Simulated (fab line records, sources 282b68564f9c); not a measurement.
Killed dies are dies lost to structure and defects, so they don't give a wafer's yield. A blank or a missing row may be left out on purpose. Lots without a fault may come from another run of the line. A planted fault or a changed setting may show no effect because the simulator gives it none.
A struck lot beside a sound one | flow rit_cmos | 18 steps out of a route of 202
Sound: wafers L950.3, L950.5, L950.6. Struck: wafers L959.1, L959.5, L959.6. The cause comes at the end.
At each step with rows: each side's tool, then ch and its chambers, then its first start. Under that, the readings that differ: sound wafers | struck wafers | difference of the means | sigmas: that difference in standard deviations of wafers without a fault.
alike: readings whose means differ by less than 2 such deviations, and words and numbers that are the same on both sides. not compared: withheld readings, readings that some wafer has no value for, bounds like >300 that may hide the same value, and numbers for which the record gives no deviation and whose values overlap.
The two part at a step that has a row with sigmas, a row that says differs or no value, or rows on one side only. Numbers that don't overlap but have no deviation are shown without sigmas and don't part them. A reading that every wafer of one side lacks parts them only if that side has two wafers or more.

first, 4 steps without rows for these wafers: RIT_NRETRO_SOFTBAKE_02 (time 60 s); RIT_NRETRO_EXPOSE_03 (exposes mask M4, target cd 43900 nm); RIT_NRETRO_PEB_04; RIT_NRETRO_DEVELOP_05 (develop time 68 s).
RIT_NRETRO_OVL_MEAS_06:
  sound on overlay-02, day 2 11:28; struck on overlay-02, day 4 10:02
  alike: NRETRO_OVL
then, 2 steps without rows for these wafers: RIT_NRETRO_HARDBAKE_07 (time 120 s); RIT_NRETRO_IMPLANT_08.
RIT_NRETRO_STRIP_09: strips in O2, time 180 s.
  sound on plasma_asher-03 ch 0,1, day 2 11:58; struck on plasma_asher-03 ch 0,1, day 4 10:28
  alike: drypump_motor_current_A
  not compared: rf_hours_counter_h
RIT_NRETRO_TW_MEAS_10:
  sound on film_metro-03, day 2 12:05; struck on film_metro-02, day 4 10:39
  alike: NRETRO_TW
then, 3 steps without rows for these wafers: RIT_PRETRO_HMDS_00 (prime time 60 s); RIT_PRETRO_COAT_01 (resist thk 1300 nm); RIT_PRETRO_SOFTBAKE_02 (time 60 s).
RIT_PRETRO_EXPOSE_03: exposes mask M5, target cd 43700 nm.
  sound on iline_stepper-01 ch 0, day 2 12:45; struck on iline_stepper-01 ch 0, day 4 11:13
  reading                        | sound                   | struck               | difference | sigmas
  model.PRETRO.overlay_x_nm (nm) | 0.01928 0.01928 0.01928 | -151.4 -151.4 -151.4 | -151.4     |
  alike: mask, focus_offset_nm
then, 2 steps without rows for these wafers: RIT_PRETRO_PEB_04; RIT_PRETRO_DEVELOP_05 (develop time 68 s).
RIT_PRETRO_OVL_MEAS_06:
  sound on overlay-01, day 2 13:09; struck on overlay-02, day 4 11:46
  reading         | sound        | struck               | difference | sigmas
  PRETRO_OVL (nm) | -1.3 0.6 0.2 | -151.3 -150.6 -151.2 | -150.9     | -94
then, 1 step without rows for these wafers: RIT_PRETRO_HARDBAKE_07 (time 120 s).
RIT_M1_PROBE_99:
  sound on prober-01, day 3 21:54; struck on prober-01, day 5 13:48
  reading                                    | sound                | struck               | difference | sigmas
  model.etest.retro_edge_pmos.off_log10_a_um | -10.05 -9.972 -10.05 | -9.764 -9.506 -9.687 | +0.372     |
  alike: killed_at_front_end, killed_dies, killed_on_rim, killed_open, killed_short
  not compared: model.etest.retro_edge_nmos.off_log10_a_um

WHERE THEY PART
Only at RIT_PRETRO_OVL_MEAS_06, within this record. Later steps at which nothing parts them and some readings are alike: RIT_M1_PROBE_99.

WHY: what the simulator had put in
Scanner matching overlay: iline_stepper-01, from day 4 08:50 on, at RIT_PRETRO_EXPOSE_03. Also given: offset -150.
